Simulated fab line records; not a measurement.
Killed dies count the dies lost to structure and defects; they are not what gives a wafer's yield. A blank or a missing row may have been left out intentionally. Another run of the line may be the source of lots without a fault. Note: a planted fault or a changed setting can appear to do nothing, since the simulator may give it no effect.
2 desks looking at one fault ; flow berkeleyCmos170 ; only its own numbers are on each desk; what lay behind them is given at the end

== FROM THE METROLOGY DESK ==
Means of the sampled wafers that have a number, per lot and without regard to the tool the lot ran on: this is what the gauges read. Any lot whose mean is over 4 standard deviations away from the usual mean is out of limits and marked OUT; that distance is given in the brackets.
Columns: A = CONTACT_OVL at UCB170_CONTACT_OVL_MEAS_16, usual -3 nm; B = cdNm at UCB170_M2_CD_MEAS_90, usual 700 nm; C = V2_TEOS_THK at UCB170_V2_THK_MEAS_01, usual 1992 nm
lot;first seen here;A;B;C
L739;day 8 18:26;-4;703;2024
L740;day 8 19:41;-2;697;1983
L744;day 9 03:30;4;694;1972
L741;day 9 03:46;-9;700;1997
L742;day 9 04:39;-9;697;1959
L746;day 10 11:19;-1;697;1963
L745;day 10 11:43;4;701;2009
L748;day 10 19:37;3;700;2021
L750;day 10 21:31;-2;700;2022
L754;day 11 14:04;-3;700;1999
L757;day 12 04:28;-6;699;2007
L760;day 12 19:13;-11;702;2008
L761;day 13 03:23;-3;700;1944
This desk's verdict: no lot among the 13 shows anything out of limits.

== FOR THE TOOL OWNER'S DESK: rieMetal-04 ==
The tool's own readings at UCB170_M2_METAL_ETCH_18 (etches Al in Cl2/BCl3, stops on SiO2, target depth 1170 nm, time 195 s): means of the sampled wafers that have a number, for each lot that ran on this tool. Any lot whose mean is over 4 standard deviations away from the usual mean is out of limits and marked OUT; that distance is given in the brackets.
Columns: A = drypumpMotorCurrentA at UCB170_M2_METAL_ETCH_18, usual 5.6 A; B = oesProductAu at UCB170_M2_METAL_ETCH_18, usual 0.850 a.u.; C = rfFwdPowerW at UCB170_M2_METAL_ETCH_18, usual 597.7 W; D = throttleValvePct at UCB170_M2_METAL_ETCH_18, usual 24.3 %
lot;first seen here;A;B;C;D
L739;day 9 05:42;5.1;0.852;598.4;24.5
L741;day 9 16:47;4.9;0.846;596.8;24.3
L746;day 10 20:04;5.5;0.842;598.8;25.0
L748;day 11 07:46;4.9;0.849;596.3;24.3
L754;day 12 01:23;5.3;0.859;596.8;24.7
L757;day 12 15:46;5.1;0.844;597.4;24.5
This desk's verdict: no lot among the 6 shows anything out of limits.

== ALL TOGETHER ==
From the metrology desk's view, nothing was out of limits.
The tool owner's desk saw nothing out of limits.

== WHAT HAD BEEN PUT IN BY THE SIMULATOR ==
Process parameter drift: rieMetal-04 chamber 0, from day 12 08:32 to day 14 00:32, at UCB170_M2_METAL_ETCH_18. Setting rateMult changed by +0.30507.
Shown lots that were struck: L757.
